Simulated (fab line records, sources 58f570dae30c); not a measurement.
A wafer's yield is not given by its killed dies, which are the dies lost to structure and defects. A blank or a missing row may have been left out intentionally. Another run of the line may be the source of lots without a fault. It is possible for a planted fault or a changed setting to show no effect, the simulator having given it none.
Which tool was responsible? -- flow berkeley-cmos170 -- 42 wafers from 14 lots sampled at 4 of the route's 331 steps

## WHAT THE GAUGES READ, wafer by wafer
UCB170_GATE_CD_MEAS_12: target cd 350 nm.
lot,measured,on,cd-nm (nm)
L953,day 7 11:08,cd-sem-02,351.8 351.9 352.2
L954,day 7 11:42,cd-sem-02,349.0 350.6 349.8
L958,day 8 03:29,cd-sem-02,348.8 350.2 351.6
L959,day 8 03:51,cd-sem-02,350.4 349.4 350.4
L960,day 8 18:13,cd-sem-02,352.1 351.7 352.4
L962,day 8 18:38,cd-sem-02,350.0 350.7 350.8
L963,day 9 02:14,cd-sem-02,352.3 352.1 352.9
L966,day 9 10:31,cd-sem-02,348.4 349.4 350.6
L968,day 10 08:32,cd-sem-01,350.0 348.1 349.4
L969,day 10 08:56,cd-sem-01,351.7 352.5 350.8
L972,day 11 10:08,cd-sem-02,350.6 349.0 349.9
L974,day 11 10:26,cd-sem-01,349.1 350.4 349.3
L973,day 11 10:38,cd-sem-01,350.7 350.9 350.2
L976,day 11 19:01,cd-sem-01,351.3 350.6 352.0

UCB170_NLDD_OVL_MEAS_07.
lot,measured,on,NLDD_OVL (nm)
L953,day 7 15:55,overlay-02,-9 -11 -10
L954,day 7 17:55,overlay-02,-11 -8 -11
L958,day 8 08:49,overlay-02,-18 -11 -12
L959,day 8 09:11,overlay-02,- - -
L960,day 9 01:50,overlay-02,- - -
L962,day 9 02:56,overlay-02,2 -7 -7
L963,day 9 11:49,overlay-01,-6 -5 -6
L966,day 9 17:53,overlay-01,-4 -8 -3
L968,day 10 13:35,overlay-02,-6 -1 1
L969,day 10 15:08,overlay-02,-1 1 8
L972,day 11 13:51,overlay-02,-13 -6 -4
L974,day 11 14:08,overlay-02,-6 -14 -4
L973,day 11 14:27,overlay-02,-13 -11 -7
L976,day 11 22:44,overlay-02,4 -4 -1

UCB170_SPACER_THK_MEAS_01.
lot,measured,on,SPACER_TEOS_THK (nm)
L953,day 7 17:18,film-metro-01,377 382 380
L954,day 7 18:38,film-metro-04,377 379 377
L958,day 8 09:32,film-metro-03,379 381 382
L959,day 8 09:56,film-metro-01,386 380 386
L960,day 9 05:16,film-metro-01,374 373 382
L962,day 9 05:18,film-metro-03,374 376 377
L963,day 9 12:43,film-metro-03,379 382 386
L966,day 9 18:56,film-metro-01,373 377 383
L968,day 10 14:19,film-metro-01,382 382 386
L969,day 10 15:58,film-metro-01,376 386 377
L972,day 11 14:34,film-metro-04,375 381 378
L974,day 11 14:51,film-metro-03,376 378 387
L973,day 11 15:10,film-metro-03,373 378 378
L976,day 11 23:27,film-metro-01,376 373 380

## WHICH TOOL RAN EACH LOT (tool, then ch and the chambers of the sampled wafers, then the start)
lot,UCB170_NLDD_PEB_04
L953,"litho-track-04 ch 0, day 7 15:32"
L954,"litho-track-03 ch 0, day 7 17:35"
L958,"litho-track-04 ch 0, day 8 08:19"
L959,"litho-track-04, day 8 08:47"
L960,"litho-track-04, day 9 01:00"
L962,"litho-track-03 ch 0, day 9 02:17"
L963,"litho-track-04 ch 0, day 9 11:00"
L966,"litho-track-01 ch 0, day 9 17:23"
L968,"litho-track-04 ch 0, day 10 13:00"
L969,"litho-track-04 ch 0, day 10 14:44"
L972,"litho-track-04 ch 0, day 11 13:27"
L974,"litho-track-04 ch 0, day 11 13:45"
L973,"litho-track-03 ch 0, day 11 14:03"
L976,"litho-track-01 ch 0, day 11 22:21"
- UCB170_NLDD_PEB_04

## WHAT THE TOOLS THEMSELVES READ (means of the sampled wafers that have a number; where no wafer has one, the mark that the record gives instead)
UCB170_NLDD_PEB_04.
lot,tool,chill-plate-temp-C (C),exhaust-pa (Pa)
L953,litho-track-04,23.04,44.2
L954,litho-track-03,23.05,45.4
L958,litho-track-04,23.04,44.7
L959,litho-track-04,-,-
L960,litho-track-04,-,-
L962,litho-track-03,23.12,45.8
L963,litho-track-04,23.08,43.5
L966,litho-track-01,22.90,45.6
L968,litho-track-04,22.99,44.2
L969,litho-track-04,23.02,44.7
L972,litho-track-04,23.05,45.0
L974,litho-track-04,23.03,43.2
L973,litho-track-03,23.06,45.4
L976,litho-track-01,23.08,46.0

## THE ANSWER, worked out from the rows above alone
Rule: the lots themselves supply what counts as usual. Put in order of their means at a reading, lots are off if they are a third of the lots or fewer, leave a main group of 4 or more, and stand apart from it by a gap of 3 or more times the standard deviation of the main group's means; of several such gaps the widest counts. A main group whose means are all the same, to the digits that the tables above print for the reading, isn't used. Also off: a lot with no number at a reading for which 4 or more lots have one. Where the step has rows for the other lots, those lots are counted as sound. Order of review: gauges by route order, followed by the tools' own readings, for which a lot's mean as printed above is used. The first step at which some lot is off is used, and at that step the reading that is off furthest; a lot without a number counts as furthest.
Off: L959, L960, seen at UCB170_NLDD_OVL_MEAS_07 (NLDD_OVL). Without a number there: L959, L960. Main group: mean -6 nm, sd 4.5.
If a tool, at a process step before that reading, ran all the lots that are off and no sound lot after the first of them, it fits. The gauges at UCB170_NLDD_OVL_MEAS_07 aren't tried: what is off there is off at UCB170_NLDD_PEB_04 too, on other tools, and a gauge's error can't cause that. Not one of the candidates tried fits.

## WHAT WAS PUT IN BY THE SIMULATOR
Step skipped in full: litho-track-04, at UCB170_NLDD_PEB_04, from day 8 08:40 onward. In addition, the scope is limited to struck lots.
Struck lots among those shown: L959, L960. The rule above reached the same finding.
